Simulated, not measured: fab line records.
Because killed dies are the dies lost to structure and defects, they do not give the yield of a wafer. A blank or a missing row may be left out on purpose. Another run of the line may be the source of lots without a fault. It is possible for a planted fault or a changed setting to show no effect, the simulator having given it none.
A lot that was struck, set against a sound lot ; flow berkeley_cmos170 ; 43 out of 331 route steps
Sound: wafers L318.1, L318.4, L318.6. Wafers L328.1, L328.3, L328.6 were the ones struck. Last of all comes the cause.
Each step with rows lists, per side, the tool, then ch with its chambers, then its first start. Under that, the readings that differ: sound wafers ; struck wafers ; difference of the means ; sigmas: that difference in standard deviations of wafers without a fault.
alike: same words and numbers on both sides, and readings whose means sit less than 2 such deviations apart. not compared: any withheld reading, any reading some wafer has no value for, any bound like >300 that may hide the same value, and any number with overlapping values for which the record gives no deviation.
A row with sigmas, a row that says differs or no value, or rows on one side alone: a step with any of these is where the two part. Numbers that have no deviation but don't overlap get no sigmas and don't part them. A reading that every wafer of one side lacks parts them only if that side has two wafers or more.

first, 2 steps without rows for these wafers: UCB170_PWELL_ANNEAL_04 (time 900 s); UCB170_PWELL_CVD_05 (deposits Si3N4 from SiH2Cl2/NH3, target thk 220 nm, time 3300 s).
UCB170_PWELL_THK_MEAS_06:
  sound on film_metro-02 at day 4 01:59; struck on film_metro-03 at day 5 11:41
  alike: PWELL_NITRIDE_THK
then, 6 steps without rows for these wafers: UCB170_PWELL_HMDS_07 (prime time 60 s); UCB170_PWELL_COAT_08 (resist thk 900 nm); UCB170_PWELL_SOFTBAKE_09 (time 60 s); UCB170_PWELL_EXPOSE_10 (exposes mask PWELL, target cd 3000 nm); UCB170_PWELL_PEB_11; UCB170_PWELL_DEVELOP_12 (develop time 45 s).
UCB170_PWELL_OVL_MEAS_13:
  sound on overlay-02 at day 4 06:37; struck on overlay-02 at day 5 14:13
  alike: PWELL_OVL
UCB170_PWELL_ETCH_14: etches Si3N4 in CH3F/Ar/O2, stops on SiO2, target depth 242 nm, time 151 s.
  sound on rie_diel-02 ch 0,2,3, day 4 06:39; struck on rie_diel-02 ch 1,3, day 5 14:14
  alike: drypump_motor_current_A, oes_product_au, throttle_valve_pct
  not compared: rf_hours_counter_h
after that, 1 step had no rows for these wafers: UCB170_PWELL_IMPLANT_15.
UCB170_PWELL_STRIP_16: strips in O2.
  sound on plasma_asher-02 ch 0,1, day 4 06:54; struck on plasma_asher-01 ch 0,1, day 5 14:32
  alike: drypump_motor_current_A, o2_flow_sccm, oes_product_au, strip_time_to_endpoint_s
  not compared: rf_hours_counter_h
UCB170_PWELL_TW_MEAS_17:
  sound on film_metro-03 at day 4 07:00; struck on film_metro-03 at day 5 14:38
  alike: PWELL_TW
then, 5 steps without rows for these wafers: UCB170_PWELL_CLEAN_18 (cleans in SPM, time 600 s); UCB170_PWELL_WET_ETCH_19 (etches Si3N4 in H3PO4, time 14400 s); UCB170_PWELL_WET_ETCH_20 (etches SiO2 in BOE, time 22 s); UCB170_WELLDRIVE_CLEAN_00 (cleans in SPM, time 600 s); UCB170_WELLDRIVE_OXIDATION_01 (target thk 199 nm, ox time 9000 s).
UCB170_WELLDRIVE_THK_MEAS_02:
  sound on film_metro-01 at day 4 16:07; struck on film_metro-04 at day 6 04:34
  alike: WELLDRIVE_OXIDE_THK
then, 5 steps without rows for these wafers: UCB170_WELLDRIVE_ANNEAL_03 (time 900 s); UCB170_WELLDRIVE_WET_ETCH_04 (etches SiO2 in BOE, time 120 s); UCB170_ACTIVE_CLEAN_00 (cleans in SPM, time 600 s); UCB170_ACTIVE_CLEAN_01 (cleans in dHF, time 60 s); UCB170_ACTIVE_OXIDATION_02 (target thk 26.4 nm, ox time 1260 s).
UCB170_ACTIVE_THK_MEAS_03:
  sound on film_metro-02 at day 4 23:35; struck on film_metro-02 at day 6 18:56
  alike: ACTIVE_OXIDE_THK
then, 2 steps without rows for these wafers: UCB170_ACTIVE_ANNEAL_04 (time 900 s); UCB170_ACTIVE_CVD_05 (deposits Si3N4 from SiH2Cl2/NH3, target thk 220 nm, time 3300 s).
UCB170_ACTIVE_THK_MEAS_06:
  sound on film_metro-01 at day 5 06:26; struck on film_metro-02 at day 7 02:35
  alike: ACTIVE_NITRIDE_THK
then, 6 steps without rows for these wafers: UCB170_ACTIVE_HMDS_07 (prime time 60 s); UCB170_ACTIVE_COAT_08 (resist thk 900 nm); UCB170_ACTIVE_SOFTBAKE_09 (time 60 s); UCB170_ACTIVE_EXPOSE_10 (exposes mask ACTIVE, target cd 1200 nm); UCB170_ACTIVE_PEB_11; UCB170_ACTIVE_DEVELOP_12 (develop time 45 s).
UCB170_ACTIVE_CD_MEAS_13: target cd 1200 nm.
  sound on cd_sem-02 at day 5 07:57; struck on cd_sem-02 at day 7 04:15
  alike: cd_nm
UCB170_ACTIVE_OVL_MEAS_14:
  sound on overlay-02 at day 5 08:04; struck on overlay-01 at day 7 04:22
  alike: ACTIVE_OVL
UCB170_ACTIVE_ETCH_15: etches Si3N4 in CH3F/Ar/O2, stops on SiO2, target depth 242 nm, time 151 s.
  sound on rie_diel-02 ch 1,2, day 5 08:07; struck on rie_diel-01 ch 1,2,3, day 7 04:24
reading;sound;struck;difference;sigmas
throttle_valve_pct (%);8.19 8.26 8.18;8.00 7.89 7.91;-0.28;-2
  alike: drypump_motor_current_A, oes_product_au
  not compared: rf_hours_counter_h
UCB170_ACTIVE_STRIP_16: strips in O2.
  sound on plasma_asher-01 ch 0,1, day 5 08:13; struck on plasma_asher-02 ch 0,1, day 7 04:31
  alike: drypump_motor_current_A, o2_flow_sccm, oes_product_au, strip_time_to_endpoint_s
  not compared: rf_hours_counter_h
UCB170_ACTIVE_CD_MEAS_90: target cd 1200 nm.
  sound on cd_sem-02 at day 5 08:19; struck on cd_sem-02 at day 7 04:37
  alike: cd_nm
then, 2 steps without rows for these wafers: UCB170_ACTIVE_CLEAN_17 (cleans in SPM, time 600 s); UCB170_PFIELD_HMDS_00 (prime time 60 s).
-- the record jumps here: 4 days lie between the struck wafers' starts before and after (it left off in module PFIELD and takes up again in module M3, whose first step shown is number 331 of the route) --
UCB170_M3_PROBE_99:
  the record has rows for the struck wafers here (prober-02, day 11 11:44) and none for the sound ones

== WHERE THEY PART ==
Earliest at UCB170_ACTIVE_ETCH_15; latest, in this record, at UCB170_M3_PROBE_99.

WHY: the cause the simulator had injected
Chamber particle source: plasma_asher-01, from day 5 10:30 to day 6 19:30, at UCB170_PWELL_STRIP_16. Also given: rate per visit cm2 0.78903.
